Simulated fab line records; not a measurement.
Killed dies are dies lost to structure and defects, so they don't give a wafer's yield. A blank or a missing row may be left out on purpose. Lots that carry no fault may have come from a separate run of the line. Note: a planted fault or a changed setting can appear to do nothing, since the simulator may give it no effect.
fab line records ; flow rit_cmos
record: lots: 16; wafers: 48; last_day: 7
route steps=202 shown PSD@144
lots untouched by any fault: they come from a run of this same line in which no faults occurred
start_h: the number of hours between the record's first day and the start of the first shown wafer of the lot ; wait_h: hours since the lot's step before ; " identical to the entry in the row above ; L1.1+2: one row covering several wafers at once ; - no value, or no start given ; * or withheld: withheld ; < > ~ a bound
route shown NAME@n: a module of which the file shows steps, and the number in the route of the first ; usual: mean/standard deviation taken from wafers without a fault ; same: alike in all rows ; chamber/n: place in a boat ; sites: readings site by site ; _std_site: how widely they spread, as a standard deviation ; _edge_site: the outer-site mean with the inner-site mean subtracted ; radius_mm: for every site, how far away it sits from the centre of the wafer ; mask NAME#n: copy n ; behind: tool/chamber where the wafer was last shaped ; hold: what put the lot on hold/how long, in hours/how the hold closed ; device: transistor that didn't switch, given as n, p or np ; end of line: the route-end tests of the same wafers ; a step without rows: its recipe alone ; killed: count of dies lost to structure and defects at first sort (not the wafer's yield) ; map: per-die view of a wafer (x killed, . not killed, _ where there is no die)
set.NAME: the run value of the setting; set.NAME@STEP: its run value at that earlier step ; model.NAME: the simulator's own value behind a step, which no gauge read
steps of the route over a sample of lots; a table a step, a row a wafer
== steps ==
step: RIT_PSD_SOFTBAKE_02
recipe: resist: NOVOLAK; temp_c: 90; time_s: 60
usual: exhaust_pa: 45.1/0.99; heater_power_total_W: 34.57/0.048; plate_temp_C: 89.99/0.13
same: time_s: 60
lot.wafer;tool;chamber;start_h;wait_h;exhaust_pa;heater_power_total_W;plate_temp_C
L489.2;litho_track-02;0;51.96;0.1;45.6;34.64;89.84
L489.5;litho_track-02;0;51.96;0.1;46.7;34.53;89.87
L489.6;litho_track-02;0;51.96;0.1;45.2;34.62;89.84
L490.2;litho_track-03;0;57.95;0.1;42.9;34.57;89.82
L490.3;litho_track-03;0;57.95;0.1;43.5;34.58;89.96
L490.5;litho_track-03;0;57.95;0.1;44.4;34.60;90.02
L491.2;litho_track-04;0;60.50;0.1;45.4;34.52;89.65
L491.3;litho_track-04;0;60.50;0.1;44.5;34.61;89.87
L491.6;litho_track-04;0;60.50;0.1;46.0;34.60;90.23
L492.2;litho_track-03;0;67.55;0.1;43.7;34.48;89.93
L492.4;litho_track-03;0;67.55;0.1;45.5;34.58;89.95
L492.5;litho_track-03;0;67.55;0.1;45.2;34.58;89.90
L494.2;litho_track-02;0;75.07;0.1;46.1;34.62;89.94
L494.5;litho_track-02;0;75.07;0.1;45.8;34.57;89.88
L494.6;litho_track-02;0;75.07;0.1;45.6;34.49;90.03
L495.1;litho_track-02;0;78.38;0.1;45.8;34.61;90.07
L495.3;litho_track-02;0;78.38;0.1;44.3;34.51;89.97
L495.5;litho_track-02;0;78.38;0.1;44.7;34.52;90.07
L496.1;litho_track-02;0;87.01;0.1;44.8;34.57;89.98
L496.2;litho_track-02;0;87.01;0.1;44.3;34.60;90.00
L496.6;litho_track-02;0;87.01;0.1;44.3;34.55;90.14
L497.3;litho_track-02;0;88.85;0.1;44.2;38.81;97.76
L497.5;litho_track-02;0;88.85;0.1;43.8;38.81;97.90
L497.6;litho_track-02;0;88.85;0.1;44.2;38.82;97.81
L498.4;litho_track-02;0;95.49;0.1;42.9;38.74;97.84
L498.5;litho_track-02;0;95.49;0.1;45.3;38.84;97.80
L498.6;litho_track-02;0;95.49;0.1;44.7;38.81;97.79
L499.2;litho_track-02;0;103.12;0.1;44.6;38.68;97.54
L499.4;litho_track-02;0;103.12;0.1;44.5;38.67;97.73
L499.5;litho_track-02;0;103.12;0.1;44.1;38.78;97.71
L500.1;litho_track-02;0;104.21;0.1;45.8;38.64;97.54
L500.2;litho_track-02;0;104.21;0.1;47.5;38.76;97.44
L500.5;litho_track-02;0;104.21;0.1;48.6;38.77;97.53
L502.3;litho_track-03;0;113.45;0.1;45.7;34.61;90.03
L502.4;litho_track-03;0;113.45;0.1;44.2;34.61;89.88
L502.5;litho_track-03;0;113.45;0.1;45.4;34.56;89.88
L503.4;litho_track-03;0;118.82;0.1;45.1;34.48;90.03
L503.5;litho_track-03;0;118.82;0.1;43.9;34.53;90.16
L503.6;litho_track-03;0;118.82;0.1;45.0;34.54;90.10
L510.3;litho_track-04;0;155.03;0.1;46.0;34.64;89.99
L510.5;litho_track-04;0;155.03;0.1;45.4;34.51;89.87
L510.6;litho_track-04;0;155.03;0.1;44.6;34.62;90.06
L511.1;litho_track-04;0;160.33;0.1;44.8;34.61;90.01
L511.3;litho_track-04;0;160.33;0.1;45.9;34.56;90.02
L511.4;litho_track-04;0;160.33;0.1;44.8;34.54;89.94
L512.3;litho_track-04;0;167.99;0.1;44.4;34.56;89.91
L512.4;litho_track-04;0;167.99;0.1;43.9;34.62;89.78
L512.6;litho_track-04;0;167.99;0.1;44.5;34.59;89.93
== key ==
first_sign: step: RIT_PSD_SOFTBAKE_02; reading: heater_power_total_W; direction: up; sigmas: 88; usual: 34.57; struck: 38.76
effect: step: RIT_PSD_SOFTBAKE_02; reading: plate_temp_C; direction: up; sigmas: 59; usual: *; struck: *
met_at RIT_PSD_SOFTBAKE_02
struck_lots L497,L498,L499,L500
tester_left_out L497,L498,L499,L500
onset_between 87.01 88.85
fault: kind: process_parameter_drift; tool: litho_track-02; chamber: -; onset_h: 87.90; steps: RIT_PSD_SOFTBAKE_02; channel: temp_c; offset: *; shape: step; end_h: 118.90; acts_in: *; stated: *
tester_left_out: of these lots the tester's yield and bins aren't shown, on N5 and GAA mostly nor the transistor test; their killed dies are dies lost to structure and defects alone, not to doping, threshold or leakage, so they don't give the yield
